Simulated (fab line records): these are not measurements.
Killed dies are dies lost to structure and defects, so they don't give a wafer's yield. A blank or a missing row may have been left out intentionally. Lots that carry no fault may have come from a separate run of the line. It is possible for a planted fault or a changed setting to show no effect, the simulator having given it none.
Problem report, 8D (eight disciplines) form, completed by code -- flow rit-cmos -- the parts of the form that need people (team, actions taken, sign-off) are left out

1. WHAT WENT WRONG
At RIT_PLDD_STRIP_09, o2-flow-sccm averages 4796 sccm over 6 wafers from 2 lots, while fault-free wafers read 4001 sccm, standard deviation 13. That puts it +61 standard deviations away from the usual mean.
The step: strips in O2, time 180 s.
First observed at day 5 08:40: wafer L940.1, on plasma-asher-03. Wafers with a number at this step in the record: 42, from 14 lots. The rule behind "out" and "out of limits": a value lying over 4 standard deviations away from the usual mean. All remaining wafers that have a number are taken as sound.

2. WHAT IT IS, AND WHAT IT ISN'T
question,is,is not
which readings at this step,o2-flow-sccm,drypump-motor-current-A
which lots,"L940, L941","L928, L930, L931, L932, L935, L936, L937, L938, L939, L949, L950, L951"
which wafers of those lots,all that have a number,-
read on which tools,plasma-asher-03,"plasma-asher-02, plasma-asher-04"
when,from day 5 08:40,"up to then (27 sound wafers); but 9 sound wafers of L949, L950, L951 came after"

3. WHAT RULES OUT EACH SUSPECT
Counting: a tool at any process step up to the reading remains a suspect when it ran all the lots that are out and ran no sound lot after the first of those.
- plasma-asher-03 at RIT_PLDD_STRIP_09 (strips in O2, time 180 s): kept. It ran every lot that is out, first L940 (day 5 08:40), and no sound lot after that; its last sound lot up to then is L938 (day 4 21:50). Its own readings are out on those wafers: o2-flow-sccm.
Remaining after the count: plasma-asher-03 at RIT_PLDD_STRIP_09.

4. THE CAUSE (what the simulator had put in)
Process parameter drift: plasma-asher-03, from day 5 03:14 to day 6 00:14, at RIT_PLDD_STRIP_09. From 4000, the setting o2-flow-sccm moved by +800. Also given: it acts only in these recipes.
The count eliminated every tool but this one.

5. THE CHAIN OF EFFECTS, in route order
Each row: a reading whose mean over the struck wafers that have a number lies more than 3 standard deviations from the usual. Only readings for which the record gives a usual standard deviation are gone through. hours: the time from each lot's start at the first step in this table that gives one to its start at this step, as a median over the lots. sigmas: the change in usual standard deviations.
hours,step,reading,usual,on struck wafers,change,sigmas
0,RIT_PLDD_STRIP_09,o2-flow-sccm,4001 sccm,4796,+794,+61
Here are the process steps it includes:
- RIT_PLDD_STRIP_09: strips in O2, time 180 s.

6. HOW IT WOULD HAVE BEEN CAUGHT EARLIER
In this record no reading fell out of limits until day 5 08:40, 5 hours after the fault had begun at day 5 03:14.
